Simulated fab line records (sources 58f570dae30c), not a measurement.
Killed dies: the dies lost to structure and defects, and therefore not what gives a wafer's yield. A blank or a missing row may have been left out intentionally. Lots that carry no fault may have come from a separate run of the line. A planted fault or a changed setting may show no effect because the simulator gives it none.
Which of the tools did it? / flow berkeley cmos170 / 14 lots with 42 wafers sampled at 6 steps, on a route of 331 steps

## WHAT EACH GAUGE READ, for each wafer
UCB170_ACTIVE_THK_MEAS_06.
lot=L214; measured=day 4 12:34; on=film metro-03; ACTIVE_NITRIDE_THK (nm)=219.8 219.2 218.5
lot=L215; measured=day 4 22:24; on=film metro-03; ACTIVE_NITRIDE_THK (nm)=224.7 224.9 222.9
lot=L216; measured=day 5 10:05; on=film metro-02; ACTIVE_NITRIDE_THK (nm)=218.8 218.7 219.3
lot=L221; measured=day 6 03:46; on=film metro-01; ACTIVE_NITRIDE_THK (nm)=220.2 218.4 218.4
lot=L224; measured=day 7 02:13; on=film metro-02; ACTIVE_NITRIDE_THK (nm)=221.4 220.2 220.4
lot=L225; measured=day 7 13:58; on=film metro-01; ACTIVE_NITRIDE_THK (nm)=221.7 220.1 220.4
lot=L226; measured=day 7 23:04; on=film metro-01; ACTIVE_NITRIDE_THK (nm)=218.0 218.5 217.8
lot=L229; measured=day 8 12:08; on=film metro-03; ACTIVE_NITRIDE_THK (nm)=221.8 222.7 221.1
lot=L230; measured=day 8 12:08; on=film metro-01; ACTIVE_NITRIDE_THK (nm)=218.9 218.9 220.4
lot=L228; measured=day 8 12:08; on=film metro-02; ACTIVE_NITRIDE_THK (nm)=220.3 219.3 220.2
lot=L231; measured=day 9 06:40; on=film metro-03; ACTIVE_NITRIDE_THK (nm)=220.1 219.6 218.9
lot=L233; measured=day 9 18:17; on=film metro-01; ACTIVE_NITRIDE_THK (nm)=220.0 218.6 220.2
lot=L232; measured=day 9 18:18; on=film metro-02; ACTIVE_NITRIDE_THK (nm)=217.8 218.1 219.7
lot=L235; measured=day 10 07:14; on=film metro-01; ACTIVE_NITRIDE_THK (nm)=219.7 219.3 221.1

UCB170_PFIELD_TW_MEAS_09.
lot=L214; measured=day 4 16:56; on=film metro-04; PFIELD_TW=605 607 606
lot=L215; measured=day 5 01:15; on=film metro-01; PFIELD_TW=596 596 597
lot=L216; measured=day 5 13:55; on=film metro-02; PFIELD_TW=598 596 594
lot=L221; measured=day 6 07:19; on=film metro-02; PFIELD_TW=596 595 595
lot=L224; measured=day 7 05:35; on=film metro-04; PFIELD_TW=604 607 604
lot=L225; measured=day 7 16:50; on=film metro-04; PFIELD_TW=604 608 607
lot=L226; measured=day 8 05:10; on=film metro-02; PFIELD_TW=600 597 601
lot=L229; measured=day 8 16:37; on=film metro-02; PFIELD_TW=599 599 596
lot=L230; measured=day 8 16:31; on=film metro-01; PFIELD_TW=599 597 593
lot=L228; measured=day 8 16:45; on=film metro-01; PFIELD_TW=594 595 595
lot=L231; measured=day 9 09:21; on=film metro-01; PFIELD_TW=594 594 589
lot=L233; measured=day 9 20:58; on=film metro-02; PFIELD_TW=598 590 593
lot=L232; measured=day 9 21:09; on=film metro-02; PFIELD_TW=592 591 593
lot=L235; measured=day 10 11:07; on=film metro-04; PFIELD_TW=603 604 607

UCB170_GATE_THK_MEAS_05.
lot=L214; measured=day 7 09:59; on=film metro-04; GATE_POLY_THK (nm)=211.6 211.4 211.9
lot=L215; measured=day 7 22:41; on=film metro-02; GATE_POLY_THK (nm)=218.2 218.5 218.2
lot=L216; measured=day 8 20:45; on=film metro-03; GATE_POLY_THK (nm)=217.0 217.1 217.0
lot=L221; measured=day 9 15:32; on=film metro-03; GATE_POLY_THK (nm)=213.3 213.9 214.1
lot=L224; measured=day 10 09:34; on=film metro-04; GATE_POLY_THK (nm)=212.5 213.3 212.1
lot=L225; measured=day 11 05:22; on=film metro-04; GATE_POLY_THK (nm)=146.0 146.8 146.1
lot=L226; measured=day 11 05:22; on=film metro-02; GATE_POLY_THK (nm)=145.0 143.9 145.4
lot=L229; measured=day 11 19:16; on=film metro-02; GATE_POLY_THK (nm)=212.4 211.6 210.7
lot=L230; measured=day 11 19:16; on=film metro-03; GATE_POLY_THK (nm)=213.3 213.5 212.2
lot=L228; measured=day 11 19:16; on=film metro-04; GATE_POLY_THK (nm)=214.6 213.7 215.3
lot=L231; measured=day 12 08:48; on=film metro-02; GATE_POLY_THK (nm)=212.2 212.9 211.8
lot=L233; measured=day 12 19:41; on=film metro-04; GATE_POLY_THK (nm)=213.2 212.1 213.8
lot=L232; measured=day 12 19:42; on=film metro-03; GATE_POLY_THK (nm)=213.3 215.6 213.0
lot=L235; measured=day 13 09:05; on=film metro-03; GATE_POLY_THK (nm)=211.4 214.1 212.1

UCB170_NLDD_OVL_MEAS_07.
lot=L214; measured=day 7 15:10; on=overlay-02; NLDD_OVL (nm)=-8 -15 -10
lot=L215; measured=day 8 05:16; on=overlay-02; NLDD_OVL (nm)=1 -10 0
lot=L216; measured=day 9 02:22; on=overlay-01; NLDD_OVL (nm)=-2 9 3
lot=L221; measured=day 9 19:52; on=overlay-02; NLDD_OVL (nm)=-10 -4 -6
lot=L224; measured=day 10 14:27; on=overlay-02; NLDD_OVL (nm)=-5 -1 -7
lot=L225; measured=day 11 13:58; on=overlay-02; NLDD_OVL (nm)=-5 1 0
lot=L226; measured=day 11 14:21; on=overlay-01; NLDD_OVL (nm)=0 0 2
lot=L229; measured=day 12 00:14; on=overlay-01; NLDD_OVL (nm)=3 0 2
lot=L230; measured=day 12 00:57; on=overlay-02; NLDD_OVL (nm)=6 9 0
lot=L228; measured=day 12 01:18; on=overlay-01; NLDD_OVL (nm)=-2 9 -7
lot=L231; measured=day 12 15:44; on=overlay-02; NLDD_OVL (nm)=-10 -11 -6
lot=L233; measured=day 13 02:04; on=overlay-02; NLDD_OVL (nm)=-1 10 5
lot=L232; measured=day 13 01:54; on=overlay-02; NLDD_OVL (nm)=6 6 2
lot=L235; measured=day 13 15:20; on=overlay-01; NLDD_OVL (nm)=-3 -6 0

## WHICH TOOL RAN EACH LOT (tool, then ch and the chambers of the sampled wafers, then the start)
lot=L214; UCB170_GATE_CVD_04=lpcvd-02 ch 0, day 7 08:35; UCB170_GATE_ETCH_15=rie si-01 ch 1,2,3, day 7 11:28
lot=L215; UCB170_GATE_CVD_04=lpcvd-01 ch 1, day 7 21:16; UCB170_GATE_ETCH_15=rie si-02 ch 1,2,3, day 7 23:46
lot=L216; UCB170_GATE_CVD_04=lpcvd-02 ch 0, day 8 19:18; UCB170_GATE_ETCH_15=rie si-01 ch 0,3, day 8 22:10
lot=L221; UCB170_GATE_CVD_04=lpcvd-01 ch 1, day 9 14:08; UCB170_GATE_ETCH_15=rie si-01 ch 1,2,3, day 9 16:38
lot=L224; UCB170_GATE_CVD_04=lpcvd-01 ch 1, day 10 08:09; UCB170_GATE_ETCH_15=rie si-01 ch 1,2,3, day 10 10:53
lot=L225; UCB170_GATE_CVD_04=lpcvd-01 ch 1, day 11 03:58; UCB170_GATE_ETCH_15=rie si-01 ch 1,2, day 11 06:57
lot=L226; UCB170_GATE_CVD_04=lpcvd-01 ch 0, day 11 03:58; UCB170_GATE_ETCH_15=rie si-02 ch 0,1,3, day 11 07:13
lot=L229; UCB170_GATE_CVD_04=lpcvd-02 ch 1, day 11 17:52; UCB170_GATE_ETCH_15=rie si-01 ch 1,2,3, day 11 20:22
lot=L230; UCB170_GATE_CVD_04=lpcvd-02 ch 1, day 11 17:52; UCB170_GATE_ETCH_15=rie si-02 ch 0,3, day 11 20:29
lot=L228; UCB170_GATE_CVD_04=lpcvd-02 ch 0, day 11 17:52; UCB170_GATE_ETCH_15=rie si-01 ch 1,3, day 11 20:43
lot=L231; UCB170_GATE_CVD_04=lpcvd-02 ch 0, day 12 07:24; UCB170_GATE_ETCH_15=rie si-02 ch 0,1,2, day 12 11:40
lot=L233; UCB170_GATE_CVD_04=lpcvd-02 ch 1, day 12 18:17; UCB170_GATE_ETCH_15=rie si-02 ch 0,2,3, day 12 21:35
lot=L232; UCB170_GATE_CVD_04=lpcvd-02 ch 0, day 12 18:17; UCB170_GATE_ETCH_15=rie si-01 ch 1,2,3, day 12 21:24
lot=L235; UCB170_GATE_CVD_04=lpcvd-02 ch 1, day 13 07:41; UCB170_GATE_ETCH_15=rie si-02 ch 0,1, day 13 10:37
- UCB170_GATE_CVD_04: deposits poly-Si from SiH4, time 1440 s, target thk 214 nm.
- UCB170_GATE_ETCH_15: etches poly-Si in HBr/Cl2, stops on SiO2, time 56.3 s, target depth 278.2 nm.

## WHAT THE TOOLS THEMSELVES READ (means of the sampled wafers that have a number; where no wafer has one, the mark that the record gives instead)
UCB170_GATE_CVD_04.
lot=L214; tool=lpcvd-02; pressure mtorr (mTorr)=374.7; spike tc source C (C)=631.8
lot=L215; tool=lpcvd-01; pressure mtorr (mTorr)=374.3; spike tc source C (C)=629.1
lot=L216; tool=lpcvd-02; pressure mtorr (mTorr)=374.9; spike tc source C (C)=629.9
lot=L221; tool=lpcvd-01; pressure mtorr (mTorr)=375.8; spike tc source C (C)=629.0
lot=L224; tool=lpcvd-01; pressure mtorr (mTorr)=375.7; spike tc source C (C)=629.2
lot=L225; tool=lpcvd-01; pressure mtorr (mTorr)=375.9; spike tc source C (C)=629.6
lot=L226; tool=lpcvd-01; pressure mtorr (mTorr)=374.2; spike tc source C (C)=625.4
lot=L229; tool=lpcvd-02; pressure mtorr (mTorr)=374.9; spike tc source C (C)=630.5
lot=L230; tool=lpcvd-02; pressure mtorr (mTorr)=374.9; spike tc source C (C)=630.0
lot=L228; tool=lpcvd-02; pressure mtorr (mTorr)=376.0; spike tc source C (C)=630.6
lot=L231; tool=lpcvd-02; pressure mtorr (mTorr)=376.1; spike tc source C (C)=630.5
lot=L233; tool=lpcvd-02; pressure mtorr (mTorr)=373.6; spike tc source C (C)=629.7
lot=L232; tool=lpcvd-02; pressure mtorr (mTorr)=374.9; spike tc source C (C)=630.3
lot=L235; tool=lpcvd-02; pressure mtorr (mTorr)=374.8; spike tc source C (C)=629.4

UCB170_GATE_ETCH_15.
lot=L214; tool=rie si-01; HBr_flow_sccm (sccm)=149.9; drypump motor current A (A)=5.9; oes product au (a.u.)=0.827; throttle valve pct (%)=26.68
lot=L215; tool=rie si-02; HBr_flow_sccm (sccm)=150.4; drypump motor current A (A)=5.5; oes product au (a.u.)=0.843; throttle valve pct (%)=26.47
lot=L216; tool=rie si-01; HBr_flow_sccm (sccm)=150.2; drypump motor current A (A)=5.7; oes product au (a.u.)=0.830; throttle valve pct (%)=26.37
lot=L221; tool=rie si-01; HBr_flow_sccm (sccm)=150.2; drypump motor current A (A)=5.9; oes product au (a.u.)=0.826; throttle valve pct (%)=26.74
lot=L224; tool=rie si-01; HBr_flow_sccm (sccm)=150.0; drypump motor current A (A)=5.9; oes product au (a.u.)=0.820; throttle valve pct (%)=26.74
lot=L225; tool=rie si-01; HBr_flow_sccm (sccm)=150.3; drypump motor current A (A)=5.9; oes product au (a.u.)=0.653; throttle valve pct (%)=26.92
lot=L226; tool=rie si-02; HBr_flow_sccm (sccm)=150.1; drypump motor current A (A)=5.8; oes product au (a.u.)=0.649; throttle valve pct (%)=26.42
lot=L229; tool=rie si-01; HBr_flow_sccm (sccm)=150.0; drypump motor current A (A)=5.9; oes product au (a.u.)=0.821; throttle valve pct (%)=26.74
lot=L230; tool=rie si-02; HBr_flow_sccm (sccm)=150.3; drypump motor current A (A)=5.9; oes product au (a.u.)=0.826; throttle valve pct (%)=26.45
lot=L228; tool=rie si-01; HBr_flow_sccm (sccm)=149.9; drypump motor current A (A)=5.8; oes product au (a.u.)=0.828; throttle valve pct (%)=26.85
lot=L231; tool=rie si-02; HBr_flow_sccm (sccm)=150.0; drypump motor current A (A)=5.6; oes product au (a.u.)=0.824; throttle valve pct (%)=26.50
lot=L233; tool=rie si-02; HBr_flow_sccm (sccm)=149.7; drypump motor current A (A)=5.7; oes product au (a.u.)=0.831; throttle valve pct (%)=26.54
lot=L232; tool=rie si-01; HBr_flow_sccm (sccm)=150.4; drypump motor current A (A)=5.9; oes product au (a.u.)=0.824; throttle valve pct (%)=26.74
lot=L235; tool=rie si-02; HBr_flow_sccm (sccm)=149.8; drypump motor current A (A)=5.7; oes product au (a.u.)=0.821; throttle valve pct (%)=26.39

## THE ANSWER, worked out from the rows above alone
Rule: the lots themselves supply what counts as usual. The widest of any qualifying gaps counts: lots, ordered by their means at a reading, are off when they make up no more than a third of the lots, leave a main group of 4 or more, and stand apart from it by 3 or more times the standard deviation of that group's means. Not used: any main group whose means are identical at the precision the tables above print for the reading. Also off: a lot with no number at a reading for which 4 or more lots have one. All remaining lots with rows at the step are treated as sound. After the gauges, taken in route order, come the tools' own readings; for these a lot's mean is taken, as printed above. The first step at which some lot is off is used, and at that step the reading that is off furthest; a lot without a number counts as furthest.
Off: L225, L226, seen at UCB170_GATE_THK_MEAS_05 (GATE_POLY_THK). Mean 213.7 nm and standard deviation 2 in the main group.
A tool fits if, at a process step before that reading, it ran every lot that is off, and no sound lot after the first of them. The gauges at UCB170_GATE_THK_MEAS_05 aren't tried: what is off there is off at UCB170_GATE_ETCH_15 too, on other tools, and a gauge's error can't cause that. One candidate fits, namely lpcvd-01 at UCB170_GATE_CVD_04. A fault onset in the window from L224 (day 10 08:09, its last sound lot) to L225 (day 11 03:58, its first lot off) fits.

## WHAT THE SIMULATOR HAD PUT IN
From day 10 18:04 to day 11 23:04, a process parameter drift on lpcvd-01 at UCB170_GATE_CVD_04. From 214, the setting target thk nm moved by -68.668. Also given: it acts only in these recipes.
Struck lots among those shown: L225, L226. Same finding as the rule above.
